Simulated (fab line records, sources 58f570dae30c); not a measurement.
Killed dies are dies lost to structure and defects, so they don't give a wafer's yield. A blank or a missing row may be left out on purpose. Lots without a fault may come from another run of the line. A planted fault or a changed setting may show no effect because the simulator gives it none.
One fault seen from 2 desks | flow berkeley_cmos170 | each desk has only its own numbers; what lay behind them comes last

THE TOOL OWNER'S DESK: implanter-04
The tool's own readings at UCB170_PLDD_IMPLANT_08: means of the sampled wafers that have a number, for each lot that ran on this tool. A lot is out of limits, marked OUT, if its mean lies more than 4 standard deviations from the usual mean; the brackets give that distance.
Columns: A = beam_energy_keV at UCB170_PLDD_IMPLANT_08, usual 10.000
lot  | first seen here | A
L740 | day 7 12:26     | 10.003
L744 | day 8 05:40     | 10.002
L743 | day 8 06:59     | 10.002
L750 | day 8 20:49     | 13.495 (+99 or more) OUT
L752 | day 10 03:23    | 13.500 (+99 or more) OUT
This desk's finding: out of limits on L750, L752; first on L750, day 8 20:49 (beam_energy_keV at UCB170_PLDD_IMPLANT_08). In limits: L740, L744, L743.

THE METROLOGY DESK
What the gauges read, lot by lot, whatever tool the lot ran on: means of the sampled wafers that have a number. A lot is out of limits, marked OUT, if its mean lies more than 4 standard deviations from the usual mean; the brackets give that distance.
Columns: A = PLDD_TW at UCB170_PLDD_TW_MEAS_11, usual 1006
lot  | first seen here | A
L740 | day 7 12:49     | 1015
L744 | day 8 06:02     | 1002
L742 | day 8 06:44     | 1003
L743 | day 8 07:23     | 1006
L745 | day 8 16:11     | 1015
L748 | day 8 20:56     | 996
L750 | day 8 21:13     | 1057 (+10) OUT
L747 | day 8 21:40     | 1001
L751 | day 10 03:32    | 1010
L752 | day 10 03:47    | 1048 (+8.2) OUT
L754 | day 10 17:17    | 1000
L756 | day 10 18:01    | 1007
L759 | day 11 11:07    | 1003
L761 | day 12 11:16    | 1008
This desk's finding: out of limits on L750, L752; first on L750, day 8 21:13 (PLDD_TW at UCB170_PLDD_TW_MEAS_11). In limits: L740, L744, L742, L743, L745, L748, L747, L751, L754, L756, L759, L761.

PUT TOGETHER
The tool owner's desk could have raised an alarm at day 8 20:49, on L750, L752.
The metrology desk could have raised an alarm at day 8 21:13, on L750, L752.
Of the lots named, all ran UCB170_PLDD_IMPLANT_08 on implanter-04.

WHAT THE SIMULATOR HAD PUT IN
Process parameter drift: implanter-04, from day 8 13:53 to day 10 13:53, at UCB170_PLDD_IMPLANT_08. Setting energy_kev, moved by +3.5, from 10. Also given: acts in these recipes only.
Lots struck among those shown: L750, L752.
Hours from the fault's start to each desk's first reading out of limits: the tool owner's desk, 7; the metrology desk, 7.
